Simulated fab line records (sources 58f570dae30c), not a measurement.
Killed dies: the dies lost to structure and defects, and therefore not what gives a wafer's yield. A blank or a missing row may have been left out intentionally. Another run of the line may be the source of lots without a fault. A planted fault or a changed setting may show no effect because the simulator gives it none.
Split-lot experiment	flow berkeley_cmos170	23 wafers read from 5 lots, route of 331 steps

## ON THE SPLIT
At UCB170_ACTIVE_CVD_05 (deposits Si3N4 from SiH2Cl2/NH3, target thk 220 nm, time 3300 s), the setting temp_c was moved away from the recipe's 800 C on 15 of the 23 wafers read, by -1.9% to +1.0%. This setting was run at the recipe's value on the other wafers.

Between the split and the reading, the file records no step.

## THE READING
At UCB170_ACTIVE_THK_MEAS_06: ACTIVE_NITRIDE_THK, given in nm. On this fab line, fault-free wafers typically give 219.8 nm with a standard deviation of 2.1 nm.

wafer	tool, chamber at the split	temp_c as run, C	against the recipe	ACTIVE_NITRIDE_THK, nm	against lot-mates on the recipe
L074.1	-, -	800	recipe	219.1	-
L074.2	-, -	800	recipe	219.2	-
L074.4	-, -	800	recipe	219.8	-
L074.5	-, -	800	recipe	219.9	-
L074.6	-, -	800	recipe	220.2	-
L075.1	lpcvd-01, 0	800	recipe	215.8	-
L075.3	lpcvd-01, 0	800	recipe	215.0	-
L075.6	lpcvd-01, 0	800	recipe	213.7	-
L078.1	-, -	787	-1.6%	173.8	no lot-mate on the recipe
L078.3	-, -	787	-1.6%	175.9	no lot-mate on the recipe
L078.4	-, -	787	-1.6%	174.4	no lot-mate on the recipe
L078.5	-, -	787	-1.6%	172.4	no lot-mate on the recipe
L078.6	-, -	787	-1.6%	172.3	no lot-mate on the recipe
L079.1	-, -	784.8	-1.9%	167.4	no lot-mate on the recipe
L079.2	-, -	784.8	-1.9%	168.2	no lot-mate on the recipe
L079.4	-, -	784.8	-1.9%	169.0	no lot-mate on the recipe
L079.5	-, -	784.8	-1.9%	166.7	no lot-mate on the recipe
L079.6	-, -	784.8	-1.9%	168.6	no lot-mate on the recipe
L081.2	-, -	808.1	+1.0%	255.7	no lot-mate on the recipe
L081.3	-, -	808.1	+1.0%	255.8	no lot-mate on the recipe
L081.4	-, -	808.1	+1.0%	254.9	no lot-mate on the recipe
L081.5	-, -	808.1	+1.0%	256.7	no lot-mate on the recipe
L081.6	-, -	808.1	+1.0%	257.0	no lot-mate on the recipe

FIT RESULTS
A straight line over all 23 wafers: ACTIVE_NITRIDE_THK changes by +29.6 nm for each +1% of temp_c; r = +0.99; the points scatter about the line by 3.8 nm.
Too few moved wafers with a lot-mate on the recipe to fit a line net of each lot's own level.

## THE WHOLE CHAIN: every reading that the file lists as answering this split, in the file's order
step	what it does	reading	change (the file's fit)	r (the file's)
UCB170_ACTIVE_CVD_05	deposits Si3N4 from SiH2Cl2/NH3, target thk 220 nm, time 3300 s	Si3N4_of_ACTIVE_CVD_05.thk_nm (the simulator's own value, which no gauge read)	+29.6 nm for each +1% of the setting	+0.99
UCB170_ACTIVE_THK_MEAS_06		ACTIVE_NITRIDE_THK	+29.6 for each +1% of the setting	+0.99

## THE FILE'S OWN FIT
ACTIVE_NITRIDE_THK changes by +29.6 nm for each +1% of temp_c, r = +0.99.
